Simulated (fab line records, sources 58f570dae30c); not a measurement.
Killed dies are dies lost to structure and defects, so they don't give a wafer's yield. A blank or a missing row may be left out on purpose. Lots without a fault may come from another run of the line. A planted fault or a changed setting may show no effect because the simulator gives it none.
Which tool did it? | flow berkeley_cmos170 | 6 lots, 18 wafers sampled, at 3 steps of a route of 331

WHAT THE GAUGES READ, wafer by wafer
UCB170_SPACER_THK_MEAS_01.
lot  | measured     | on            | SPACER_TEOS_THK (nm)
L858 | day 7 13:17  | film_metro-03 | 375 365 376
L860 | day 7 22:07  | film_metro-01 | 378 375 382
L863 | day 8 17:14  | film_metro-01 | 379 745 376
L869 | day 10 13:13 | film_metro-02 | 371 380 382
L872 | day 11 01:58 | film_metro-01 | 372 379 384
L876 | day 11 21:36 | film_metro-03 | 368 367 379

WHICH TOOL RAN EACH LOT (tool, then ch and the chambers of the sampled wafers, then the start)
lot  | UCB170_GATE_ETCH_14               | UCB170_SPACER_CVD_00
L858 | rie_diel-04 ch 0,1,3, day 7 08:42 | pecvd-03 ch 0,1,2, day 7 13:14
L860 | rie_diel-01 ch 0,2, day 7 17:22   | pecvd-01 ch 0,2, day 7 22:04
L863 | rie_diel-03 ch 1,2, day 8 12:26   | pecvd-04 ch 0,1,2, day 8 17:11
L869 | rie_diel-01 ch 2,3, day 10 08:44  | pecvd-01 ch 0,1,2, day 10 13:09
L872 | rie_diel-03 ch 2,3, day 10 21:06  | pecvd-01 ch 0,1,2, day 11 01:53
L876 | rie_diel-01 ch 1,2, day 11 16:17  | pecvd-04 ch 0,1,2, day 11 21:33
- UCB170_GATE_ETCH_14: etches BARC in N2/H2.
- UCB170_SPACER_CVD_00: deposits SiO2 from TEOS/O2, target thk 376 nm, time 47 s.

THE ANSWER, worked out from the rows above alone
Rule: what is usual is taken from the lots themselves. Put in order of their means at a reading, lots are off if they are a third of the lots or fewer, leave a main group of 4 or more, and stand apart from it by a gap of 3 or more times the standard deviation of the main group's means; of several such gaps the widest counts. A main group whose means are all the same, to the digits that the tables above print for the reading, isn't used. A lot without any number at a reading at which 4 lots or more have one is off too. The other lots that the step has rows for count as sound.
Off: L863, at UCB170_SPACER_THK_MEAS_01 (SPACER_TEOS_THK). The main group: mean 376 nm, standard deviation 3.2.
A tool fits if, at a process step before that reading, it ran every lot that is off, and no sound lot after the first of them. The gauges at UCB170_SPACER_THK_MEAS_01 are tried like those tools. None of those tried fits.

WHAT THE SIMULATOR HAD PUT IN
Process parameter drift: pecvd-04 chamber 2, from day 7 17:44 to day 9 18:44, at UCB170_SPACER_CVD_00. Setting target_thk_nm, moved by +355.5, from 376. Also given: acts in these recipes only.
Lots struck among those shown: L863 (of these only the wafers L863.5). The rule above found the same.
